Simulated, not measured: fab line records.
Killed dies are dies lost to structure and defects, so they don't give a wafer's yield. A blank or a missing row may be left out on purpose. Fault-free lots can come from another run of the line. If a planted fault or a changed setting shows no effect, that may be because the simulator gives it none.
Problem report, 8D (eight disciplines) form, completed by code | flow berkeley cmos170 | the parts of the form that need people (team, actions taken, sign-off) are left out

== 1. WHAT IS WRONG ==
Mean PFIELD_TW at UCB170_PFIELD_TW_MEAS_09: 549.5 over 6 wafers in 2 lots; fault-free wafers: 600.2, standard deviation 2.7. That puts it -19 standard deviations away from the usual mean.
First seen on wafer L297.1, day 7 17:50, on film metro-04. Wafers with a number at this step in the record: 42, from 14 lots. Rule for "out" (also "out of limits"): further than 4 standard deviations from the usual mean. All remaining wafers that have a number are taken as sound.

== 2. WHAT IT IS AND WHAT IT IS NOT ==
question                    | is                           | is not
which readings at this step | PFIELD_TW                    | -
which lots                  | L297, L298                   | L284, L285, L286, L287, L288, L290, L292, L300, L301, L304, L305, L306
which wafers of those lots  | all that have a number       | -
read on which gauges        | film metro-03, film metro-04 | -
when                        | from day 7 17:50             | up to then (21 sound wafers); but 15 sound wafers of L300, L301, L304, L305, L306 came after

== 3. SUSPECTS, AND WHAT RULES EACH OUT ==
Counting: a tool stays on the suspect list if, at a process step up to the reading, it processed all lots that are out and no sound lot following the first of them.
- the gauge at UCB170_PFIELD_TW_MEAS_09: ruled out. 2 gauges (film metro-03, film metro-04) read the wafers that are out.
- implanter-02 at UCB170_PFIELD_IMPLANT_07: kept. It processed each lot that is out, first L297 at day 7 17:35, and no sound lot thereafter; up to then, the last sound lot it processed was L288 at day 5 15:01. Its own readings are out on those wafers: dose ions cm2, faraday current uA.
Remaining after the count: implanter-02 at UCB170_PFIELD_IMPLANT_07.

== 4. THE CAUSE (what the simulator had put in) ==
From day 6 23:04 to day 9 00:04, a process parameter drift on implanter-02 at UCB170_PFIELD_IMPLANT_07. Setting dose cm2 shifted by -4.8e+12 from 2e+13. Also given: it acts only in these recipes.
This tool alone remained once counting was done.

== 5. SEQUENCE OF EFFECTS, ordered by route ==
One row per reading whose mean, taken over the struck wafers that have a number, lies over 3 standard deviations from the usual. Only readings whose record carries a usual standard deviation are examined. hours: median over the lots of the time between each lot's start at the first step of this table that gives one and its start at this step. sigmas: the change, counted in usual standard deviations.
hours | step                     | reading            | usual      | on struck wafers | change      | sigmas
0     | UCB170_PFIELD_IMPLANT_07 | dose ions cm2      | 1.9997e+13 | 1.5199e+13       | -4.7980e+12 | -99 or more
0     | UCB170_PFIELD_IMPLANT_07 | faraday current uA | 63.2       | 49.1             | -14.1       | -11
0     | UCB170_PFIELD_TW_MEAS_09 | PFIELD_TW          | 600.2      | 549.5            | -50.7       | -19
Its process steps:
- UCB170_PFIELD_IMPLANT_07

== 6. HOW IT WOULD HAVE BEEN CAUGHT EARLIER ==
19 hours passed between the start of the fault at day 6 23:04 and the first reading out of limits at a measuring or inspecting step in this record, taken at day 7 17:50.
At UCB170_PFIELD_IMPLANT_07, the tool's own readings (dose ions cm2, faraday current uA) were out on each struck wafer the step has a row for, so an alarm limit on them would have fired on the first such wafer.
Among the 2 lots that are out, L298 began UCB170_PFIELD_IMPLANT_07 on implanter-02 after day 7 17:50. Putting the tool on hold at that point would have spared it.
